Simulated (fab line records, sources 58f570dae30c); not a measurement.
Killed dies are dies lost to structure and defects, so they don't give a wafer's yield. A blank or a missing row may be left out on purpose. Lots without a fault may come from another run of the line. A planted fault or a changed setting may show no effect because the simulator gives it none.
Which tool did it? | flow berkeley_cmos170 | 14 lots, 42 wafers sampled, at 3 steps of a route of 331

WHAT THE GAUGES READ, wafer by wafer
UCB170_START_THK_MEAS_03.
lot  | measured    | on            | START_OXIDE_THK (nm)
L877 | day 1 14:48 | film_metro-02 | 20.5 20.5 20.4
L878 | day 1 19:59 | film_metro-02 | 20.2 20.4 20.8
L879 | day 2 02:21 | film_metro-02 | 20.4 20.7 20.6
L880 | day 2 07:02 | film_metro-04 | 20.3 20.4 20.4
L881 | day 2 11:06 | film_metro-04 | 20.4 20.2 20.1
L884 | day 3 03:13 | film_metro-01 | 20.6 20.6 20.5
L886 | day 3 10:16 | film_metro-04 | 20.7 20.7 20.2
L887 | day 3 15:53 | film_metro-02 | 20.4 20.1 20.1
L888 | day 3 22:31 | film_metro-04 | 20.0 20.0 20.4
L891 | day 4 12:24 | film_metro-02 | 19.8 20.0 20.1
L892 | day 4 18:40 | film_metro-04 | 19.4 19.5 19.4
L894 | day 5 02:10 | film_metro-04 | 19.8 19.8 20.0
L897 | day 5 19:05 | film_metro-04 | 20.3 20.5 20.0
L900 | day 6 07:20 | film_metro-01 | 20.1 20.4 19.9

UCB170_NWELL_OVL_MEAS_12.
lot  | measured    | on         | NWELL_OVL (nm)
L877 | day 2 09:17 | overlay-01 | 4 -3 2
L878 | day 2 13:47 | overlay-01 | 3 4 1
L879 | day 3 00:58 | overlay-01 | 2 9 6
L880 | day 3 05:04 | overlay-02 | 1 -3 1
L881 | day 3 05:19 | overlay-01 | -2 5 -6
L884 | day 4 00:17 | overlay-01 | -2 -3 -6
L886 | day 4 08:40 | overlay-02 | -5 -3 -5
L887 | day 4 15:19 | overlay-02 | 4 7 6
L888 | day 4 15:32 | overlay-01 | 1 1 4
L891 | day 5 09:40 | overlay-02 | 5 4 5
L892 | day 5 18:40 | overlay-02 | 1 0 2
L894 | day 5 23:28 | overlay-02 | -4 0 0
L897 | day 6 15:23 | overlay-02 | 13 7 14
L900 | day 7 00:40 | overlay-02 | 2 -4 2

UCB170_ACTIVE_THK_MEAS_03.
lot  | measured    | on            | ACTIVE_OXIDE_THK (nm)
L877 | day 4 13:43 | film_metro-02 | 26.0 25.7 25.5
L878 | day 4 13:44 | film_metro-01 | 26.3 26.5 26.1
L879 | day 5 00:36 | film_metro-04 | 26.5 26.5 26.8
L880 | day 5 00:36 | film_metro-02 | 26.0 26.0 25.8
L881 | day 5 00:39 | film_metro-04 | 26.3 25.8 26.2
L884 | day 5 17:37 | film_metro-01 | 26.2 26.5 26.4
L886 | day 6 06:35 | film_metro-04 | 26.4 25.9 25.9
L887 | day 6 13:07 | film_metro-01 | 27.2 27.3 26.8
L888 | day 6 13:06 | film_metro-02 | 26.3 26.1 25.7
L891 | day 7 11:59 | film_metro-01 | 26.3 26.8 26.9
L892 | day 7 11:58 | film_metro-02 | 26.4 26.3 26.7
L894 | day 7 12:01 | film_metro-02 | 27.4 26.9 26.6
L897 | day 8 07:02 | film_metro-02 | 26.9 26.7 27.3
L900 | day 9 02:31 | film_metro-04 | 26.7 26.3 26.7

WHICH TOOL RAN EACH LOT (tool, then ch and the chambers of the sampled wafers, then the start)
The record holds no process step before these readings.

WHAT THE TOOLS THEMSELVES READ (means of the sampled wafers that have a number; where no wafer has one, the mark that the record gives instead)
The record holds no such reading with a usual standard deviation.

THE ANSWER, worked out from the rows above alone
Rule: what is usual is taken from the lots themselves. Put in order of their means at a reading, lots are off if they are a third of the lots or fewer, leave a main group of 4 or more, and stand apart from it by a gap of 3 or more times the standard deviation of the main group's means; of several such gaps the widest counts. A main group whose means are all the same, to the digits that the tables above print for the reading, isn't used. A lot without any number at a reading at which 4 lots or more have one is off too. The other lots that the step has rows for count as sound. The gauges are gone through in route order, then the tools' own readings, and for those a lot's mean is taken as printed above. The first step at which some lot is off is used, and at that step the reading that is off furthest; a lot without a number counts as furthest.
No lot is off at any reading shown: from this, nothing can be told.

WHAT THE SIMULATOR HAD PUT IN
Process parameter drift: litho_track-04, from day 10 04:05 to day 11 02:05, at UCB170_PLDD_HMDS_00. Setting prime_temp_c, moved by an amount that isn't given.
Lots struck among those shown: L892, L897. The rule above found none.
